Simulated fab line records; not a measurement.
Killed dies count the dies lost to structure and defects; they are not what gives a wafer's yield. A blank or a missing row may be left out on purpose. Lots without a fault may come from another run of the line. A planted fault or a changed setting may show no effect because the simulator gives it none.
Code-filled problem report in 8D (eight disciplines) form | flow berkeley-cmos170 | the parts of the form that need people (team, actions taken, sign-off) are left out

1. WHAT WENT WRONG
Mean NSD_OVL at UCB170_NSD_OVL_MEAS_07: -132 nm over 12 wafers in 4 lots; fault-free wafers: -1 nm, standard deviation 5.7. That is -23 standard deviations from the usual mean.
First seen on wafer L178.1, day 10 07:43, on overlay-02. At this step, 45 wafers from 15 lots have a number in the record. The rule behind "out" and "out of limits": a value lying over 4 standard deviations away from the usual mean. Any other wafer with a number is counted as sound.

2. WHAT IT IS, WHAT IT ISN'T
question                    | is                     | is not
which readings at this step | NSD_OVL                | -
which lots                  | L178, L181, L183, L187 | L174, L175, L176, L177, L179, L182, L191, L193, L194, L195, L197
which wafers of those lots  | all that have a number | -
read on which gauges        | overlay-01, overlay-02 | -
when                        | from day 10 07:43      | up to then (18 sound wafers); but 15 sound wafers of L191, L193, L194, L195, L197 came after

3. SUSPECTS, AND WHAT RULES EACH OUT
Counting: any tool at a process step up to the reading is kept as a suspect provided that every lot that is out went through it and no sound lot did after the first of them.
- the gauge at UCB170_NSD_OVL_MEAS_07 has been ruled out. 2 gauges (overlay-01, overlay-02) read the wafers that are out.
- krf-scanner-01 at UCB170_NSD_EXPOSE_03 (exposes mask NSELECT MOD, target cd 1200 nm): kept. It ran every lot that is out, first L178 (day 10 07:00), and no sound lot after that; its last sound lot up to then is L176 (day 8 18:58).
After counting, what remains is krf-scanner-01 at UCB170_NSD_EXPOSE_03.

4. THE CAUSE (what the simulator had put in)
Scanner matching overlay: krf-scanner-01, from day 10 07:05 on, at UCB170_NSD_EXPOSE_03. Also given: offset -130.
After counting, this tool was the only one left.

5. THE EFFECT CHAIN, in route order
Rows list readings where the struck wafers' mean (over those with a number) sits beyond 3 standard deviations from the usual. Only readings for which the record gives a usual standard deviation are gone through. hours: the time from each lot's start at the first step in this table that gives one to its start at this step, as a median over the lots. sigmas: the change in usual standard deviations.
hours | step                   | reading | usual | on struck wafers | change | sigmas
0     | UCB170_NSD_OVL_MEAS_07 | NSD_OVL | -1 nm | -132             | -131   | -23

6. HOW IT WOULD HAVE BEEN CAUGHT EARLIER
In this record the first reading out of limits at a measuring or inspecting step was taken at day 10 07:43, 1 hour after the fault began at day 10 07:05.
L183, L187, from the lots that are out (4), started UCB170_NSD_EXPOSE_03 on krf-scanner-01 later than day 10 07:43. A hold on the tool at that time would have spared those 2.
